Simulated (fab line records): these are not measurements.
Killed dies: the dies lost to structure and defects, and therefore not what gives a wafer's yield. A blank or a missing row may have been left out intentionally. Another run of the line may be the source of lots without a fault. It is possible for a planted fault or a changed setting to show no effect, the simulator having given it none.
fab line records | flow rit-cmos
record: lots: 15 | wafers: 45 | last-day: 7
route steps=202 shown NWELL@33 M1@202
lots untouched by any fault: they come from a run of this same line in which no faults occurred
start-h: start of the lot's first displayed wafer, in hours after the record's first day | wait-h: time in hours since the lot's previous step | " the same as in the row above | L1.1+2: a single row standing in for several wafers | - no value, or no start given | * or withheld: withheld | < > ~ a bound
route shown NAME@n: NAME is a module with steps in the file, n the number in the route of the first one | usual: mean/standard deviation taken from wafers without a fault | same: alike in all rows | chamber/n: place in a boat | sites: the reading at each site | _std_site: how widely they spread, as a standard deviation | _edge_site: inner sites' mean taken away from outer sites' mean | radius-mm: for every site, how far away it sits from the centre of the wafer | mask NAME#n: copy n | behind: the tool/chamber that last shaped the wafer | hold: cause of the lot's hold/its duration in hours/its outcome | device: names the non-switching transistor (n, p or np) | end of line: the same wafers' tests at the end of the route | a step without rows: its recipe alone | killed: not the wafer's yield, but the dies lost to structure and defects at the first sort | map: shows each die of a wafer: x if killed, . if not, _ if none is there
set.NAME: the setting as run; set.NAME@STEP: as run at that earlier step | model.NAME: the simulator's own value behind a step, which no gauge read
route steps across a sampled set of lots; one table per step, one row per wafer
== steps ==
step: RIT_NWELL_DEVELOP_05
recipe: resist: NOVOLAK | develop-time-s: 68 | dev-temp-c: 23
lot.wafer  | tool           | chamber | start-h | wait-h
L678.2+4+5 | litho-track-02 | 0       | 21      | -
L679.2+5+6 | litho-track-04 | 0       | 26      | -
L680.2+5+6 | litho-track-04 | 0       | 32      | -
L681.2+5+6 | litho-track-04 | 0       | 36      | -
L683.2+5+6 | litho-track-04 | 0       | 46      | -
L684.2+5+6 | litho-track-02 | 0       | 52      | -
L689.1+4+6 | litho-track-04 | 0       | 77      | -
L690.3+4+6 | litho-track-04 | 0       | 82      | -
L692.3+4+5 | litho-track-04 | 0       | 93      | -
L696.1+2+6 | litho-track-02 | 0       | 111     | -
L697.1+2+5 | litho-track-02 | 0       | 117     | -
L698.1+2+4 | litho-track-02 | 0       | 124     | -
L699.3+4+5 | litho-track-01 | 0       | 127     | -
L700.2+3+5 | litho-track-01 | 0       | 131     | -
L701.3+5+6 | litho-track-02 | 0       | 138     | -
step: RIT_NWELL_TW_MEAS_10
usual: NWELL_TW: 2119/20
lot.wafer | tool          | chamber | start-h | wait-h | NWELL_TW
L678.2    | film-metro-02 | -       | 22.36   | 0.1    | 2136
L678.4    | "             | -       | "       | "      | 2129
L678.5    | "             | -       | "       | "      | 2128
L679.2    | film-metro-03 | -       | 27.33   | 0.1    | 2110
L679.5    | "             | -       | "       | "      | 2107
L679.6    | "             | -       | "       | "      | 2116
L680.2    | film-metro-02 | -       | 33.45   | 0.1    | 2150
L680.5    | "             | -       | "       | "      | 2122
L680.6    | "             | -       | "       | "      | 2137
L681.2    | film-metro-03 | -       | 37.32   | 0.1    | 2099
L681.5    | "             | -       | "       | "      | 2105
L681.6    | "             | -       | "       | "      | 2098
L683.2    | film-metro-03 | -       | 47.25   | 0.1    | 2105
L683.5    | "             | -       | "       | "      | 2099
L683.6    | "             | -       | "       | "      | 2105
L684.2    | film-metro-04 | -       | 53.31   | 0.1    | 2090
L684.5    | "             | -       | "       | "      | 2087
L684.6    | "             | -       | "       | "      | 2099
L689.1    | film-metro-03 | -       | 78.55   | 0.1    | 2029
L689.4    | "             | -       | "       | "      | 2055
L689.6    | "             | -       | "       | "      | 2048
L690.3    | film-metro-02 | -       | 83.16   | 0.1    | 2060
L690.4    | "             | -       | "       | "      | 2054
L690.6    | "             | -       | "       | "      | 2066
L692.3    | film-metro-04 | -       | 94.53   | 0.1    | 2031
L692.4    | "             | -       | "       | "      | 2036
L692.5    | "             | -       | "       | "      | 2030
L696.1    | film-metro-03 | -       | 111.87  | 0.1    | 2105
L696.2    | "             | -       | "       | "      | 2105
L696.6    | "             | -       | "       | "      | 2106
L697.1    | film-metro-04 | -       | 118.64  | 0.1    | 2095
L697.2    | "             | -       | "       | "      | 2103
L697.5    | "             | -       | "       | "      | 2088
L698.1    | film-metro-03 | -       | 125.05  | 0.1    | 2094
L698.2    | "             | -       | "       | "      | 2115
L698.4    | "             | -       | "       | "      | 2113
L699.3    | film-metro-02 | -       | 128.00  | 0.1    | 2152
L699.4    | "             | -       | "       | "      | 2153
L699.5    | "             | -       | "       | "      | 2144
L700.2    | film-metro-02 | -       | 132.09  | 0.1    | 2159
L700.3    | "             | -       | "       | "      | 2158
L700.5    | "             | -       | "       | "      | 2150
L701.3    | film-metro-03 | -       | 139.51  | 0.1    | 2107
L701.5    | "             | -       | "       | "      | 2116
L701.6    | "             | -       | "       | "      | 2117
step: RIT_M1_PROBE_99
usual: killed_at_M0_to_M3: 0.0/0.2 | killed-at-contacts: 0.1/0.25 | killed-at-front-end: 6/3.1 | killed-dies: 6/3.1 | killed-open: 2.9/2 | killed-short: 3.3/2
same: gross-dies: 264 | killed_at_M4_up: 0 | killed-at-back-side: 0 | killed-at-other: 0
lot.wafer | tool      | chamber | start-h | wait-h | killed_at_M0_to_M3 | killed-at-contacts | killed-at-front-end | killed-dies | killed-open | killed-short
L689.6    | prober-01 | -       | 117.39  | 0.2    | 0                  | 0                  | 4                   | 4           | 1           | 2
killed by level:class
L689.6 GATE:geometric-particle:short=1 GATE:geometric-particle:open=1 SPACER:geometric-particle:short=1 NWELL:area-develop=1
== key ==
first-sign: step: RIT_NWELL_TW_MEAS_10 | reading: NWELL_TW | direction: down | sigmas: 3.7 | usual: 2119 | struck: 2045
effect none on later readings
met-at RIT_NWELL_DEVELOP_05
struck-lots L689,L690,L692
tester-left-out L689,L690,L692
onset-between 46 77
fault: kind: process-parameter-drift | tool: litho-track-04 | chamber: - | onset-h: 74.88 | steps: RIT_NWELL_DEVELOP_05 | channel: develop-time-s | offset: * | shape: step | end-h: 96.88 | acts-in: * | stated: *
tester-left-out: of these lots the tester's yield and bins aren't shown, on N5 and GAA mostly nor the transistor test; their killed dies are dies lost to structure and defects alone, not to doping, threshold or leakage, so they don't give the yield
